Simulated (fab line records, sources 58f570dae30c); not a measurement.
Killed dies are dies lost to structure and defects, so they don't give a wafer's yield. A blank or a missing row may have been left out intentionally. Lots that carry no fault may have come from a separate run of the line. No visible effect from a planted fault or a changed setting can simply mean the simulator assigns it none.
A struck lot beside a sound one	flow berkeley_cmos170	33 out of 331 route steps
Sound: the wafers L738.1, L738.2, L738.3. The struck wafers were L739.4, L739.5, L739.6. At the end, the cause is stated.
At each step with rows: each side's tool, then ch and its chambers, then its first start. Under that, the readings that differ: sound wafers	struck wafers	difference of the means	sigmas: that difference in standard deviations of wafers without a fault.
alike: a reading whose means differ by less than 2 such deviations, as well as words and numbers matching on both sides. not compared: withheld readings; readings where some wafer has no value; bounds like >300 that might hide an equal value; numbers whose values overlap and for which the record gives no deviation.
Wherever a step has rows on one side only, a row that says differs or no value, or a row with sigmas, the two part there. Numbers that have no deviation but don't overlap get no sigmas and don't part them. A reading that every wafer of one side lacks parts them only if that side has two wafers or more.

first, 8 steps without rows for these wafers: UCB170_PVT_SOFTBAKE_02 (time 60 s); UCB170_PVT_EXPOSE_03 (exposes mask NWELL, target cd 3000 nm); UCB170_PVT_PEB_04; UCB170_PVT_DEVELOP_05 (develop time 45 s); UCB170_PVT_IMPLANT_07; UCB170_PVT_STRIP_08 (strips in O2); UCB170_GATE_WET_ETCH_00 (etches SiO2 in dHF, time 200 s); UCB170_GATE_OXIDATION_01 (target thk 6.6 nm, ox time 1800 s).
UCB170_GATE_ANNEAL_03: time 1800 s.
  sound on furnace-02 ch 0, day 8 07:13; struck on furnace-02 ch 0, day 8 18:10
reading	sound	struck	difference	sigmas
spike_tc_centre_C (C)	902.6 901.5 899.0	910.0 911.4 912.2	+10.2	+8
spike_tc_load_C (C)	922.0 922.7 921.6	931.2 932.9 932.1	+10.0	+4
spike_tc_source_C (C)	920.5 922.3 918.9	932.1 930.3 930.2	+10.3	+4
tube_center_temp_C (C)	900.04 900.12 899.99	909.94 910.12 910.18	+10.03	+99 or more
tube_center_temp_C_max	902.4 902.6 902.4	912.4 912.5 912.3	+9.9	+25
then, 22 steps without rows for these wafers: UCB170_GATE_CVD_04 (deposits poly-Si from SiH4, time 1440 s, target thk 214 nm); UCB170_GATE_COAT_06; UCB170_GATE_COAT_07 (resist thk 900 nm); UCB170_GATE_SOFTBAKE_08 (time 60 s); UCB170_GATE_EXPOSE_09 (exposes mask POLY, target cd 350 nm); UCB170_GATE_PEB_10; UCB170_GATE_DEVELOP_11 (develop time 45 s); UCB170_GATE_ETCH_14 (etches BARC in N2/H2); UCB170_GATE_ETCH_15 (etches poly-Si in HBr/Cl2, stops on SiO2, time 56.3 s, target depth 278.2 nm); UCB170_GATE_STRIP_16 (strips in O2); UCB170_GATE_CLEAN_17 (cleans in SPM, time 600 s); UCB170_PLDD_HMDS_00 (prime time 60 s); UCB170_PLDD_COAT_01 (resist thk 900 nm); UCB170_PLDD_SOFTBAKE_02 (time 60 s); UCB170_PLDD_EXPOSE_03 (exposes mask PSELECT, target cd 1200 nm); UCB170_PLDD_PEB_04; UCB170_PLDD_DEVELOP_05 (develop time 45 s); UCB170_PLDD_IMPLANT_08; UCB170_PLDD_IMPLANT_09; UCB170_PLDD_STRIP_10 (strips in O2); UCB170_PLDD_CLEAN_12 (cleans in SPM, time 600 s); UCB170_NLDD_HMDS_00 (prime time 60 s).
UCB170_CONTACT_ETCH_17: etches BARC in N2/H2.
  sound on rie_diel-04 ch 0,1,3, day 9 04:54; struck on rie_diel-03 ch 0,1,3, day 9 22:04
reading	sound	struck	difference	sigmas
model.CONTACT.cd_nm (nm)	699.1 697.4 697.1	700.8 701.9 704.4	+4.5	
  alike: drypump_motor_current_A, oes_product_au, throttle_valve_pct
UCB170_CONTACT_ETCH_18: etches PSG in CHF3/CF4/Ar, stops on TiSi2, target depth 840 nm, time 195 s.
  sound on rie_diel-04 ch 0,1,3; struck on rie_diel-03 ch 0,1,3
reading	sound	struck	difference	sigmas
model.CONTACT.cd_nm (nm)	699.3 697.6 697.6	700.4 701.2 704.2	+3.8	
  alike: drypump_motor_current_A, oes_product_au, throttle_valve_pct
  not compared: rf_hours_counter_h

== WHERE THEY PART ==
Only at UCB170_GATE_ANNEAL_03, within this record. Later steps at which nothing parts them and some readings are alike: UCB170_CONTACT_ETCH_17, UCB170_CONTACT_ETCH_18.

WHY: the cause the simulator had injected
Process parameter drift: furnace-02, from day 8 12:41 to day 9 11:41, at UCB170_GATE_ANNEAL_03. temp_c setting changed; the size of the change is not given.
